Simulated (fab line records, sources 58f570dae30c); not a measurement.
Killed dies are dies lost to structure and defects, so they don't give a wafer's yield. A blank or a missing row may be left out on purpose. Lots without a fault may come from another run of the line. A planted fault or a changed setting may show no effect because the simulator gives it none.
Which tool did it? | flow berkeley_cmos170 | 14 lots, 42 wafers sampled, at 1 step of a route of 331

WHAT THE GAUGES READ, wafer by wafer
The record holds no reading of a measuring or inspecting step that can be judged against a usual standard deviation.

WHICH TOOL RAN EACH LOT (tool, then ch and the chambers of the sampled wafers, then the start)
lot  | UCB170_NSD_DEVELOP_05
L240 | litho_track-03 ch 0, day 7 05:00
L239 | litho_track-01 ch 0, day 7 06:00
L241 | litho_track-03 ch 0, day 7 06:00
L243 | litho_track-04 ch 0, day 7 18:00
L245 | litho_track-03 ch 0, day 8 06:00
L244 | litho_track-04 ch 0, day 8 07:00
L247 | litho_track-03 ch 0, day 8 19:00
L249 | litho_track-04 ch 0, day 9 05:00
L248 | litho_track-03 ch 0, day 9 05:00
L251 | litho_track-01 ch 0, day 9 05:00
L252 | litho_track-01 ch 0, day 9 06:00
L255 | litho_track-04, day 9 20:00
L257 | litho_track-03, day 9 20:00
L262 | litho_track-04 ch 0, day 10 19:00
- UCB170_NSD_DEVELOP_05: develop time 45 s.

WHAT THE TOOLS THEMSELVES READ (means of the sampled wafers that have a number; where no wafer has one, the mark that the record gives instead)
UCB170_NSD_DEVELOP_05. Usual: chill_plate_temp_C 23.03 C, standard deviation 0.11.
lot  | tool           | chill_plate_temp_C (C) | flag
L240 | litho_track-03 | 22.95                  |
L239 | litho_track-01 | 23.00                  |
L241 | litho_track-03 | 22.96                  |
L243 | litho_track-04 | 22.99                  |
L245 | litho_track-03 | 23.08                  |
L244 | litho_track-04 | 22.92                  |
L247 | litho_track-03 | 23.07                  |
L249 | litho_track-04 | 23.13                  |
L248 | litho_track-03 | 22.96                  |
L251 | litho_track-01 | 23.10                  |
L252 | litho_track-01 | 23.11                  |
L255 | litho_track-04 | -                      | OFF
L257 | litho_track-03 | -                      | OFF
L262 | litho_track-04 | 22.90                  |

THE ANSWER, worked out from the rows above alone
Rule: a lot is off if the mean of its wafers that have a number lies more than 3 standard deviations from the usual mean. A lot without any number at a reading at which 4 lots or more have one is off too. The other lots that the step has rows for count as sound. The gauges are gone through in route order, then the tools' own readings, and for those a lot's mean is taken as printed above. The first step at which some lot is off is used, and at that step the reading that is off furthest; a lot without a number counts as furthest.
Off: L255, L257, at UCB170_NSD_DEVELOP_05 (chill_plate_temp_C). Without a number there: L255, L257.
A tool fits if, at that step or a process step before it, it ran every lot that is off, and no sound lot after the first of them. None of those tried fits.

WHAT THE SIMULATOR HAD PUT IN
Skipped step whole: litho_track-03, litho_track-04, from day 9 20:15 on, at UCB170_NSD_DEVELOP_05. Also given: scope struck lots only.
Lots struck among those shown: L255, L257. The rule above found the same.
